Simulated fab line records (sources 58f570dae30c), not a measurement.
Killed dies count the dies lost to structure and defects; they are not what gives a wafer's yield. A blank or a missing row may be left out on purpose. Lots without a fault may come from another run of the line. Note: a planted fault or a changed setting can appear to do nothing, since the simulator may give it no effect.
Which tool did it? | flow berkeleyCmos170 | 14 lots with 42 wafers sampled at 5 steps, on a route of 331 steps

== WHAT THE GAUGES READ, wafer by wafer ==
UCB170_NSD_OVL_MEAS_07.
lot  | measured     | on         | NSD_OVL (nm)
L276 | day 6 23:58  | overlay-02 | 2 -5 -3
L278 | day 6 23:46  | overlay-01 | -4 -7 0
L275 | day 7 00:02  | overlay-01 | -1 0 -2
L277 | day 7 00:49  | overlay-01 | -7 -3 -3
L279 | day 7 12:57  | overlay-01 | -6 0 -4
L280 | day 8 00:02  | overlay-02 | -3 -6 -8
L290 | day 9 21:12  | overlay-01 | -8 -5 -2
L293 | day 9 23:47  | overlay-01 | -7 5 3
L294 | day 10 00:02 | overlay-02 | -3 -6 4
L292 | day 10 09:11 | overlay-01 | -5 -7 -5
L295 | day 11 00:01 | overlay-01 | 1 9 6
L296 | day 10 23:12 | overlay-02 | -8 2 -3
L297 | day 11 08:37 | overlay-01 | 4 1 0
L298 | day 11 13:10 | overlay-01 | -3 -12 -5

UCB170_SILICIDE_RS_MEAS_02: the measuring method here is four-point-probe.
lot  | measured     | on           | SILICIDE_TI_RS (ohm/sq)
L276 | day 7 02:17  | filmMetro-03 | 26.3 26.1 26.0
L278 | day 7 02:13  | filmMetro-04 | 26.3 26.2 26.7
L275 | day 7 02:32  | filmMetro-03 | 26.4 25.8 25.7
L277 | day 7 03:20  | filmMetro-03 | 25.7 26.0 26.0
L279 | day 7 15:09  | filmMetro-03 | 25.9 26.0 26.1
L280 | day 8 02:28  | filmMetro-03 | 26.0 26.0 25.9
L290 | day 9 23:20  | filmMetro-03 | 26.4 25.9 26.4
L293 | day 10 01:53 | filmMetro-03 | 27.1 26.6 26.8
L294 | day 10 02:15 | filmMetro-02 | 24.9 25.1 25.2
L292 | day 10 11:08 | filmMetro-02 | 26.4 26.1 25.9
L295 | day 11 02:24 | filmMetro-03 | 27.1 26.8 26.8
L296 | day 11 01:16 | filmMetro-03 | 26.1 25.9 26.1
L297 | day 11 10:35 | filmMetro-02 | 26.1 26.3 26.5
L298 | day 11 15:13 | filmMetro-03 | 26.8 27.3 26.9

UCB170_CONTACT_THK_MEAS_02.
lot  | measured     | on           | CONTACT_PSG_THK (nm)
L276 | day 7 04:34  | filmMetro-03 | 719 726 722
L278 | day 7 04:34  | filmMetro-04 | 720 726 719
L275 | day 7 04:47  | filmMetro-01 | 699 697 692
L277 | day 7 06:23  | filmMetro-04 | 724 723 720
L279 | day 7 18:50  | filmMetro-03 | 705 699 700
L280 | day 8 05:35  | filmMetro-03 | 698 704 697
L290 | day 10 01:40 | filmMetro-03 | 698 697 704
L293 | day 10 04:48 | filmMetro-03 | 697 696 701
L294 | day 10 04:49 | filmMetro-01 | 700 698 701
L292 | day 10 13:23 | filmMetro-03 | 701 698 705
L295 | day 11 05:14 | filmMetro-03 | 705 703 701
L296 | day 11 03:29 | filmMetro-01 | 699 699 701
L297 | day 11 12:49 | filmMetro-04 | 697 703 697
L298 | day 11 17:29 | filmMetro-01 | 702 700 701

== WHICH TOOL RAN EACH LOT (tool, then ch and the chambers of the sampled wafers, then the start) ==
lot  | UCB170_SPACER_ETCHBACK_03         | UCB170_CONTACT_CVD_01
L276 | rieDiel-01 ch 1,2,3, day 6 18:12  | lpcvd-02 ch 1, day 7 02:46
L278 | rieDiel-02 ch 1,2,3, day 6 18:12  | lpcvd-02 ch 1, day 7 02:46
L275 | rieDiel-02 ch 1,3, day 6 18:16    | lpcvd-01 ch 0, day 7 02:59
L277 | rieDiel-02 ch 0,1,2, day 6 21:14  | lpcvd-02 ch 0, day 7 04:34
L279 | rieDiel-01 ch 1,2, day 7 08:29    | lpcvd-01 ch 0, day 7 17:02
L280 | rieDiel-01 ch 1,2, day 7 19:04    | lpcvd-01 ch 1, day 8 02:55
L290 | rieDiel-01 ch 2,3, day 9 16:26    | lpcvd-01 ch 1, day 9 23:53
L293 | rieDiel-01 ch 2,3, day 9 19:51    | lpcvd-02 ch 1, day 10 03:01
L294 | rieDiel-02 ch 0,1,3, day 9 19:51  | lpcvd-02 ch 0, day 10 03:01
L292 | rieDiel-03 ch 0,3, day 10 05:07   | lpcvd-01 ch 1, day 10 11:35
L295 | rieDiel-02 ch 1,2, day 10 19:47   | lpcvd-02 ch 0, day 11 03:27
L296 | rieDiel-01 ch 0,1,3, day 10 19:49 | lpcvd-02 ch 1, day 11 01:40
L297 | rieDiel-01 ch 0,1,3, day 11 05:13 | lpcvd-01 ch 1, day 11 11:01
L298 | rieDiel-02 ch 0,2,3, day 11 09:33 | lpcvd-01 ch 1, day 11 15:41
- UCB170_SPACER_ETCHBACK_03: etches SiO2 in CHF3/CF4/Ar, stops on Si, target depth 376 nm, time 100 s.
- UCB170_CONTACT_CVD_01: deposits PSG from SiH4/O2/PH3, target thk 700 nm, time 2820 s.

== WHAT THE TOOLS THEMSELVES READ (means of the sampled wafers that have a number; where no wafer has one, the mark that the record gives instead) ==
UCB170_SPACER_ETCHBACK_03.
lot  | tool       | CHF3_flow_sccm (sccm) | drypumpMotorCurrentA (A) | oesProductAu (a.u.) | throttleValvePct (%)
L276 | rieDiel-01 | 49.87                 | 5.4                      | 0.892               | 6.54
L278 | rieDiel-02 | 50.00                 | 6.2                      | 0.903               | 6.43
L275 | rieDiel-02 | 50.07                 | 6.2                      | 0.907               | 6.45
L277 | rieDiel-02 | 50.00                 | 6.1                      | 0.926               | 6.40
L279 | rieDiel-01 | 50.02                 | 5.7                      | 0.891               | 6.53
L280 | rieDiel-01 | 49.99                 | 5.3                      | 0.906               | 6.55
L290 | rieDiel-01 | 50.14                 | 5.7                      | 0.897               | 6.54
L293 | rieDiel-01 | 49.94                 | 5.4                      | 0.902               | 6.53
L294 | rieDiel-02 | 50.01                 | 6.0                      | 0.922               | 6.43
L292 | rieDiel-03 | 49.82                 | 5.7                      | 0.900               | 6.43
L295 | rieDiel-02 | 49.89                 | 6.0                      | 0.907               | 6.33
L296 | rieDiel-01 | 50.19                 | 5.2                      | 0.898               | 6.50
L297 | rieDiel-01 | 50.01                 | 5.2                      | 0.900               | 6.50
L298 | rieDiel-02 | 50.06                 | 6.3                      | 0.919               | 6.51

UCB170_CONTACT_CVD_01.
lot  | tool     | ph3FlowSccm (sccm)
L276 | lpcvd-02 | 29.96
L278 | lpcvd-02 | 29.95
L275 | lpcvd-01 | 25.03
L277 | lpcvd-02 | 30.04
L279 | lpcvd-01 | 25.02
L280 | lpcvd-01 | 24.97
L290 | lpcvd-01 | 24.86
L293 | lpcvd-02 | 25.02
L294 | lpcvd-02 | 25.08
L292 | lpcvd-01 | 25.04
L295 | lpcvd-02 | 24.90
L296 | lpcvd-02 | 25.02
L297 | lpcvd-01 | 25.01
L298 | lpcvd-01 | 25.01

== THE ANSWER, worked out from the rows above alone ==
Rule: the lots themselves supply what counts as usual. The widest of any qualifying gaps counts: lots, ordered by their means at a reading, are off when they make up no more than a third of the lots, leave a main group of 4 or more, and stand apart from it by 3 or more times the standard deviation of that group's means. A main group whose means are all the same, to the digits that the tables above print for the reading, isn't used. Also off: a lot with no number at a reading for which 4 or more lots have one. Where the step has rows for the other lots, those lots are counted as sound. The gauges are gone through in route order, then the tools' own readings, and for those a lot's mean is taken as printed above. The first step at which some lot is off is used, and at that step the reading that is off furthest; a lot without a number counts as furthest.
Off: at UCB170_CONTACT_THK_MEAS_02 (CONTACT_PSG_THK), L276, L278, L277. Mean 700 nm and standard deviation 1.8 in the main group.
If a tool, at a process step before that reading, ran all the lots that are off and no sound lot after the first of them, it fits. Not tried: the gauges at UCB170_CONTACT_THK_MEAS_02; whatever is off there is also off at UCB170_CONTACT_CVD_01, on other tools, and gauge error can't account for it. None of those tried fits.

== WHAT WAS PUT IN BY THE SIMULATOR ==
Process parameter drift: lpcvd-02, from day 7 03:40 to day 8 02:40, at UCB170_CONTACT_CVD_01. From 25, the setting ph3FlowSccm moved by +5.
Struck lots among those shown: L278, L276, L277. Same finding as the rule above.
